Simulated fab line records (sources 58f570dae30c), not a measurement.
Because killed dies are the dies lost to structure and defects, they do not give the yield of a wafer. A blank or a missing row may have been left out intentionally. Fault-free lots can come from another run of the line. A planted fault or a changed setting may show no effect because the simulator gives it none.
Which tool did it? + flow berkeley cmos170 + Sampling: 13 lots, 39 wafers, 3 of 331 route steps

## WHAT THE GAUGES SHOWED, per wafer
UCB170_PSD_OVL_MEAS_07.
| lot  | measured     | on         | PSD_OVL (nm) |
|------|--------------|------------|--------------|
| L346 | day 6 11:50  | overlay-01 | 3 1 6        |
| L347 | day 6 19:00  | overlay-02 | -13 -7 -10   |
| L348 | day 6 19:05  | overlay-01 | 6 6 8        |
| L349 | day 6 19:13  | overlay-02 | -1 3 1       |
| L353 | day 7 22:58  | overlay-02 | -12 2 -6     |
| L355 | day 8 06:47  | overlay-02 | -4 -7 1      |
| L356 | day 8 23:14  | overlay-01 | -8 -13 -13   |
| L357 | day 8 23:18  | overlay-02 | 7 6 5        |
| L361 | day 9 21:38  | overlay-02 | -9 -8 -12    |
| L364 | day 10 02:53 | overlay-02 | -11 -5 -3    |
| L363 | day 10 03:09 | overlay-01 | 11 7 10      |
| L366 | day 10 15:56 | overlay-01 | -4 -5 0      |
| L367 | day 11 01:53 | overlay-01 | 11 12 5      |

UCB170_M1_CD_MEAS_09: target cd 700 nm.
| lot  | measured     | on        | cd nm (nm)        |
|------|--------------|-----------|-------------------|
| L346 | day 6 23:36  | cd sem-02 | 699.8 701.5 700.4 |
| L347 | day 7 05:05  | cd sem-01 | 698.8 699.6 700.6 |
| L348 | day 7 05:23  | cd sem-02 | 699.0 697.5 699.1 |
| L349 | day 7 07:09  | cd sem-01 | 701.0 700.7 700.7 |
| L353 | day 8 13:01  | cd sem-02 | 699.3 700.5 699.8 |
| L355 | day 8 19:31  | cd sem-02 | 704.1 702.7 703.9 |
| L356 | day 9 12:39  | cd sem-02 | 700.6 700.6 700.5 |
| L357 | day 9 12:58  | cd sem-01 | 699.5 698.7 700.0 |
| L361 | day 10 08:32 | cd sem-01 | 698.6 699.4 699.5 |
| L364 | day 10 15:09 | cd sem-01 | 701.2 699.1 699.9 |
| L363 | day 10 15:44 | cd sem-01 | 700.6 700.2 701.5 |
| L366 | day 11 03:38 | cd sem-02 | 699.3 701.9 700.0 |
| L367 | day 11 12:29 | cd sem-01 | 701.0 699.7 700.7 |

## WHICH TOOL RAN EACH LOT (tool, then ch and the chambers of the sampled wafers, then the start)
| lot  | UCB170_SILICIDE_SPUTTER_01   |
|------|------------------------------|
| L346 | pvd sputter-04, day 6 17:40  |
| L347 | pvd sputter-04, day 6 22:39  |
| L348 | pvd sputter-01, day 6 22:46  |
| L349 | pvd sputter-02, day 6 22:53  |
| L353 | pvd sputter-02, day 8 03:41  |
| L355 | pvd sputter-02, day 8 11:31  |
| L356 | pvd sputter-02, day 9 03:14  |
| L357 | pvd sputter-04, day 9 04:08  |
| L361 | pvd sputter-02, day 10 01:14 |
| L364 | pvd sputter-02, day 10 07:29 |
| L363 | pvd sputter-04, day 10 07:56 |
| L366 | pvd sputter-02, day 10 20:16 |
| L367 | pvd sputter-04, day 11 05:50 |
- UCB170_SILICIDE_SPUTTER_01: material Ti, target thk 30 nm, time 25 s.

## AS READ BY THE TOOLS THEMSELVES (means over the sampled wafers that have a number; for cases with no such wafer, the mark the record gives instead)
UCB170_SILICIDE_SPUTTER_01.
| lot  | tool           | throttle valve pct (%) |
|------|----------------|------------------------|
| L346 | pvd sputter-04 | 29.9                   |
| L347 | pvd sputter-04 | 29.4                   |
| L348 | pvd sputter-01 | 30.8                   |
| L349 | pvd sputter-02 | 30.8                   |
| L353 | pvd sputter-02 | 30.8                   |
| L355 | pvd sputter-02 | 30.6                   |
| L356 | pvd sputter-02 | 30.9                   |
| L357 | pvd sputter-04 | 30.7                   |
| L361 | pvd sputter-02 | 30.6                   |
| L364 | pvd sputter-02 | 29.7                   |
| L363 | pvd sputter-04 | 29.3                   |
| L366 | pvd sputter-02 | 30.5                   |
| L367 | pvd sputter-04 | 30.2                   |

## THE ANSWER, worked out from the rows above alone
Rule: what is usual is taken from the lots themselves. Put in order of their means at a reading, lots are off if they are a third of the lots or fewer, leave a main group of 4 or more, and stand apart from it by a gap of 3 or more times the standard deviation of the main group's means; of several such gaps the widest counts. A main group whose means are all the same, to the digits that the tables above print for the reading, isn't used. Also off: a lot with no number at a reading for which 4 or more lots have one. Any other lot the step has rows for is counted as sound. After the gauges, taken in route order, come the tools' own readings; for these a lot's mean is taken, as printed above. The first step at which some lot is off is used, and at that step the reading that is off furthest; a lot without a number counts as furthest.
Off: L355 (UCB170_M1_CD_MEAS_09, cd nm). Main group: mean 700.0 nm, sd 0.68.
A tool fits if, at a process step before that reading, it ran every lot that is off, and no sound lot after the first of them. The gauges at UCB170_M1_CD_MEAS_09 are tried like those tools. None of those tried fits.

## WHAT THE SIMULATOR HAD INSERTED
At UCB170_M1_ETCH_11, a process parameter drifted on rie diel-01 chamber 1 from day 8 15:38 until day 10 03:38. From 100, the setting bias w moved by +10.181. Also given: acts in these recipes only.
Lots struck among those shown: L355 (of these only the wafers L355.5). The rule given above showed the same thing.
